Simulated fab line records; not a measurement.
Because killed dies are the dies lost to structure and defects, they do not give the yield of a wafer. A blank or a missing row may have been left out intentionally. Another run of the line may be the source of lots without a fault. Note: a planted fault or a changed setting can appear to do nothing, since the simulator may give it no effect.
Check for tools in common || flow rit cmos || 9 lots and 39 wafers in the sample

## WHY THIS WAS OPENED
Of 9 lots, 4 have the reading PSD_TW flagged at RIT_PSD_TW_MEAS_10. Fault-free wafers read 3452, with a standard deviation of 21.
Rule: a lot is flagged in two cases, either no wafer of it has a number, or all its wafers with numbers fall more than 4 standard deviations from that mean. The other lots count as sound.

{"lot": "L567", "measured": "day 3 05:08", "on": "film metro-01", "PSD_TW, wafer by wafer": "3409 3425 3419", "flag": ""}
{"lot": "L568", "measured": "day 3 11:00", "on": "film metro-02", "PSD_TW, wafer by wafer": "3459 3465 3467", "flag": ""}
{"lot": "L569", "measured": "day 3 13:43", "on": "film metro-03", "PSD_TW, wafer by wafer": "3433 3431 3427", "flag": ""}
{"lot": "L570", "measured": "day 3 20:35", "on": "film metro-02", "PSD_TW, wafer by wafer": "3469 3433 3458", "flag": ""}
{"lot": "L571", "measured": "day 4 00:37", "on": "film metro-02", "PSD_TW, wafer by wafer": "3456 3447 3473", "flag": ""}
{"lot": "L572", "measured": "day 4 04:15", "on": "film metro-03", "PSD_TW, wafer by wafer": "2922 2923 2920 2918 2911 2910", "flag": "FLAGGED"}
{"lot": "L573", "measured": "day 4 07:26", "on": "film metro-01", "PSD_TW, wafer by wafer": "2938 2944 2929 2925 2931 2945", "flag": "FLAGGED"}
{"lot": "L574", "measured": "day 4 16:11", "on": "film metro-03", "PSD_TW, wafer by wafer": "2909 2894 2913 2915 2916 2919", "flag": "FLAGGED"}
{"lot": "L575", "measured": "day 4 17:53", "on": "film metro-01", "PSD_TW, wafer by wafer": "2930 2944 2941 2933 2949 2925", "flag": "FLAGGED"}
Average over the flagged lots: 2925; offset from the usual -527, equal to -25 standard deviations.

## LOT BY LOT: THE TOOL USED
The record keeps 1 process step preceding the reading, out of 202 steps on the route. Read each cell as the tool, then ch plus the chambers that the sampled wafers visited, then the start.
{"lot": "L567", "flag": "", "RIT_PSD_IMPLANT_08": "implanter-01 ch 0, day 3 04:49"}
{"lot": "L568", "flag": "", "RIT_PSD_IMPLANT_08": "implanter-01 ch 0, day 3 10:41"}
{"lot": "L569", "flag": "", "RIT_PSD_IMPLANT_08": "implanter-03 ch 0, day 3 13:24"}
{"lot": "L570", "flag": "", "RIT_PSD_IMPLANT_08": "implanter-03 ch 0, day 3 20:17"}
{"lot": "L571", "flag": "", "RIT_PSD_IMPLANT_08": "implanter-01 ch 0, day 4 00:17"}
{"lot": "L572", "flag": "FLAGGED", "RIT_PSD_IMPLANT_08": "implanter-02 ch 0, day 4 03:56"}
{"lot": "L573", "flag": "FLAGGED", "RIT_PSD_IMPLANT_08": "implanter-03 ch 0, day 4 07:07"}
{"lot": "L574", "flag": "FLAGGED", "RIT_PSD_IMPLANT_08": "implanter-01 ch 0, day 4 15:52"}
{"lot": "L575", "flag": "FLAGGED", "RIT_PSD_IMPLANT_08": "implanter-01 ch 0, day 4 17:35"}
What the steps here do:
- RIT_PSD_IMPLANT_08
- RIT_PSD_TW_MEAS_10

## FLAGGED AGAINST TOTAL, ONE TOOL AT A TIME (gauges that did the reading follow at the end)
{"step": "RIT_PSD_IMPLANT_08", "tool": "implanter-01", "lots run": 5, "flagged": 2, "share of the flagged lots": "some", "sound lots run after its first flagged lot": 0}
{"step": "RIT_PSD_IMPLANT_08", "tool": "implanter-02", "lots run": 1, "flagged": 1, "share of the flagged lots": "some", "sound lots run after its first flagged lot": 0}
{"step": "RIT_PSD_IMPLANT_08", "tool": "implanter-03", "lots run": 3, "flagged": 1, "share of the flagged lots": "some", "sound lots run after its first flagged lot": 0}
{"step": "RIT_PSD_TW_MEAS_10", "tool": "film metro-01", "lots run": 3, "flagged": 2, "share of the flagged lots": "some", "sound lots run after its first flagged lot": 0}
{"step": "RIT_PSD_TW_MEAS_10", "tool": "film metro-02", "lots run": 3, "flagged": 0, "share of the flagged lots": "none", "sound lots run after its first flagged lot": "-"}
{"step": "RIT_PSD_TW_MEAS_10", "tool": "film metro-03", "lots run": 3, "flagged": 2, "share of the flagged lots": "some", "sound lots run after its first flagged lot": 0}

## THE TABLE: WHAT IT ALLOWS
No row of the table ran every flagged lot.

## WHAT THE SIMULATOR PUT IN
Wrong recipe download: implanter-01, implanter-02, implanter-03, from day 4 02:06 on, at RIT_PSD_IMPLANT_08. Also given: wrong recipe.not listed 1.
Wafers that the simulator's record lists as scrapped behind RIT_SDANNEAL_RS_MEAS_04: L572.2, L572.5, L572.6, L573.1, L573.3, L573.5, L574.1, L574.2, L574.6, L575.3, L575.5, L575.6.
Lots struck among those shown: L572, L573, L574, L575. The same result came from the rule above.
